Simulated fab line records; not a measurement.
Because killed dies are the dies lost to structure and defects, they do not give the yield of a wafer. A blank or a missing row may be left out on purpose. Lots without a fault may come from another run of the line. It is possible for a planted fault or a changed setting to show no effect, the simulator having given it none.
A struck lot beside a sound one | flow berkeley cmos170 | 26 out of 331 route steps
Sound: the wafers L384.2, L384.5, L384.6. Wafers L385.1, L385.3, L385.4 were the ones struck. The cause is named last.
For every step that has rows: the tool of each side, followed by ch and its chambers, followed by its first start. Under that, the readings that differ: sound wafers | struck wafers | difference of the means | sigmas: that difference in standard deviations of wafers without a fault.
alike: a reading whose means differ by less than 2 such deviations, as well as words and numbers matching on both sides. not compared: withheld readings; readings where some wafer has no value; bounds like >300 that might hide an equal value; numbers whose values overlap and for which the record gives no deviation.
The two part at a step that has a row with sigmas, a row that says differs or no value, or rows on one side only. When numbers do not overlap yet have no deviation, they are printed without sigmas and do not part them. Lack of a reading on every wafer of one side parts them only where that side has two or more wafers.

first, 3 steps without rows for these wafers: UCB170_M1_EXPOSE_06 (exposes mask METAL1, target cd 700 nm); UCB170_M1_PEB_07; UCB170_M1_DEVELOP_08 (develop time 45 s).
UCB170_M1_CD_MEAS_09: the cd target is 700 nm.
  struck on cd sem-01, day 9 00:28; sound on cd sem-01, day 8 15:14
  alike: cd nm
UCB170_M1_OVL_MEAS_10:
  struck on overlay-01, day 9 00:35; sound on overlay-01, day 8 15:20
  reading     | sound   | struck | difference | sigmas
  M1_OVL (nm) | 9 13 14 | 3 -2 5 | -10        | -2
UCB170_M1_ETCH_11: etches BARC in N2/H2.
  sound on rie diel-02 ch 1,2, day 8 15:22; struck on rie diel-01 ch 0,3, day 9 00:37
  alike: drypump motor current A, n2 flow sccm, oes product au, rf fwd power W, throttle valve pct
UCB170_M1_METAL_ETCH_12: etches Al in Cl2/BCl3, stops on PSG, target depth 780 nm, time 130 s.
  sound on rie metal-04 ch 0,1, day 8 15:25; struck on rie metal-02 ch 0,1, day 9 00:41
  reading                | sound             | struck            | difference | sigmas
  throttle valve pct (%) | 24.73 24.74 24.45 | 24.15 24.16 24.32 | -0.43      | -2
  alike: drypump motor current A, mfc cl2 sccm, oes product au, rf fwd power W
  not compared: rf hours counter h
UCB170_M1_STRIP_13: strips in O2.
  sound on plasma asher-03 ch 0,1, day 8 15:35; struck on plasma asher-03 ch 0,1, day 9 00:49
  alike: drypump motor current A, oes product au
  not compared: rf hours counter h
UCB170_M1_CD_MEAS_90: the cd target is 700 nm.
  struck on cd sem-01, day 9 00:55; sound on cd sem-02, day 8 15:43
  alike: cd nm
then, 1 step without rows for these wafers: UCB170_M1_ANNEAL_14 (time 1200 s).
UCB170_V1_CVD_00: deposits SiO2 from TEOS/O2, target thk 2000 nm, time 250 s.
  sound on pecvd-03 ch 0,1,2, day 8 21:52; struck on pecvd-02 ch 0,1, day 9 05:43
  alike: heater power w, rf fwd power W
UCB170_V1_THK_MEAS_01:
  struck on film metro-01, day 9 05:52; sound on film metro-04, day 8 22:02
  alike: V1_TEOS_THK
UCB170_V1_CMP_02: polishes SiO2.
  sound on cmp-01 ch 0,3, day 8 22:08; struck on cmp-02 ch 0,1,2, day 9 05:56
  no value came back on the struck wafers for edge zone pressure frac, head pressure psi (psi), motor current A (A); on the sound wafers edge zone pressure frac reads 0.997 1.002 1.001
  reading                             | sound             | struck         | difference | sigmas
  model.SiO2_of_V1_CVD_00.thk nm (nm) | 998.8 998.8 999.1 | 2004 1984 1996 | +996       |
UCB170_V1_BOW_MEAS_03:
  struck on film metro-04, day 9 06:14; sound on film metro-03, day 8 22:24
  reading     | sound   | struck   | difference | sigmas
  V1_BOW (um) | 16 8 23 | 46 45 52 | +32        | +5
UCB170_V1_THK_MEAS_04:
  struck on film metro-04, day 9 06:21; sound on film metro-03, day 8 22:31
  reading              | sound             | struck               | difference | sigmas
  V1_POLISHED_THK (nm) | 999.3 998.3 998.9 | 2004.7 1983.6 1996.6 | +996.1     | +99 or more
then, 7 steps without rows for these wafers: UCB170_V1_CLEAN_05 (cleans in DIW); UCB170_V1_HMDS_06 (prime time 60 s); UCB170_V1_COAT_07 (resist thk 900 nm); UCB170_V1_SOFTBAKE_08 (time 60 s); UCB170_V1_EXPOSE_09 (exposes mask VIA1, target cd 700 nm); UCB170_V1_PEB_10; UCB170_V1_DEVELOP_11 (develop time 45 s).
UCB170_V1_CD_MEAS_12: the cd target is 700 nm.
  struck on cd sem-01, day 9 08:02; sound on cd sem-01, day 8 23:46
  alike: cd nm
UCB170_V1_OVL_MEAS_13:
  struck on overlay-01, day 9 08:10; sound on overlay-01, day 8 23:53
  alike: V1_OVL
UCB170_V1_ETCH_14: etches SiO2 in CHF3/CF4/Ar, stops on Al, target depth 1250 nm, time 291 s.
  sound on rie diel-02 ch 0,1,3, day 8 23:55; struck on rie diel-04 ch 0,1,2, day 9 08:11
  reading                        | sound             | struck            | difference | sigmas
  oes product au (a.u.)          | 0.879 0.898 0.858 | 1.594 1.656 1.625 | +0.747     | +47
  model.etch.depth nm (nm)       | 998.8 998.8 999.1 | 1261 1248 1256    | +256       |
  model.V1.feature depth nm (nm) | 998.8 998.8 999.1 | 1261 1248 1256    | +256       |
  alike: drypump motor current A, rf fwd power W, throttle valve pct
  not compared: rf hours counter h
UCB170_V1_STRIP_15: strips in O2.
  sound on plasma asher-03 ch 0,1, day 9 00:05; struck on plasma asher-04 ch 0,1, day 9 08:22
  alike: drypump motor current A, oes product au, strip time to endpoint s
  not compared: rf hours counter h

WHERE THEY PART
First at UCB170_M1_OVL_MEAS_10; last, within this record, at UCB170_V1_ETCH_14. Later steps at which nothing parts them and some readings are alike: UCB170_V1_STRIP_15.

WHY: what had been put in by the simulator
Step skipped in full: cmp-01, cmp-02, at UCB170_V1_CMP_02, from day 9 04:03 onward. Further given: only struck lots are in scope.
